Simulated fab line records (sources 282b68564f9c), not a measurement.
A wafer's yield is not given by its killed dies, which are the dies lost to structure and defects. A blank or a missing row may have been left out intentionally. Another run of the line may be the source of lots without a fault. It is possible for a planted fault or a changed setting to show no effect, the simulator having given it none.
Which tool was responsible? -- flow rit cmos -- Sampling: 7 lots, 21 wafers, 2 of 202 route steps

WHAT THE GAUGES SHOWED, per wafer
RIT_SDANNEAL_RS_MEAS_06: uses a four-point probe to measure.
lot,measured,on,PLDD_RS (ohm/sq)
L438,day 3 14:14,film metro-01,178.5 178.7 178.6
L444,day 4 21:49,film metro-04,179.2 178.8 178.9
L447,day 5 10:14,film metro-02,178.9 178.2 178.4
L452,day 6 16:34,film metro-01,179.3 179.0 178.6
L454,day 7 01:10,film metro-01,185.2 184.8 185.0
L456,day 7 07:03,film metro-01,178.6 178.4 178.6
L460,day 8 00:16,film metro-02,178.8 178.5 178.6

TOOL THAT RAN EACH LOT (tool first, then ch and the chambers of the sampled wafers, then the start)
lot,RIT_PLDD_IMPLANT_08
L438,"implanter-04 ch 0, day 3 06:31"
L444,"implanter-03 ch 0, day 4 15:02"
L447,"implanter-03 ch 0, day 5 03:27"
L452,"implanter-02 ch 0, day 6 09:55"
L454,"implanter-03 ch 0, day 6 17:45"
L456,"implanter-02 ch 0, day 7 00:11"
L460,"implanter-02 ch 0, day 7 15:50"
- RIT_PLDD_IMPLANT_08

THE ANSWER, worked out from the rows above alone
Rule: what is usual is taken from the lots themselves. The widest of any qualifying gaps counts: lots, ordered by their means at a reading, are off when they make up no more than a third of the lots, leave a main group of 4 or more, and stand apart from it by 3 or more times the standard deviation of that group's means. A main group whose means are all the same, to the digits that the tables above print for the reading, isn't used. Also off: a lot with no number at a reading for which 4 or more lots have one. Where the step has rows for the other lots, those lots are counted as sound.
Off: L454, at RIT_SDANNEAL_RS_MEAS_06 (PLDD_RS). The main group: mean 178.7 ohm/sq, standard deviation 0.19.
If a tool, at a process step before that reading, ran all the lots that are off and no sound lot after the first of them, it fits. Gauges at RIT_SDANNEAL_RS_MEAS_06: tried the same way as those tools. One fits: RIT_PLDD_IMPLANT_08 on implanter-03. Its last sound lot is L447 (day 5 03:27), its first lot that is off L454 (day 6 17:45): a fault that began between those two fits.

WHAT HAD BEEN PUT IN BY THE SIMULATOR
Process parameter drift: implanter-03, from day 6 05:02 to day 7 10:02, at RIT_PLDD_IMPLANT_08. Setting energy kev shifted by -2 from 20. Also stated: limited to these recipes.
Struck lots among those shown: L454. The rule above found the same.
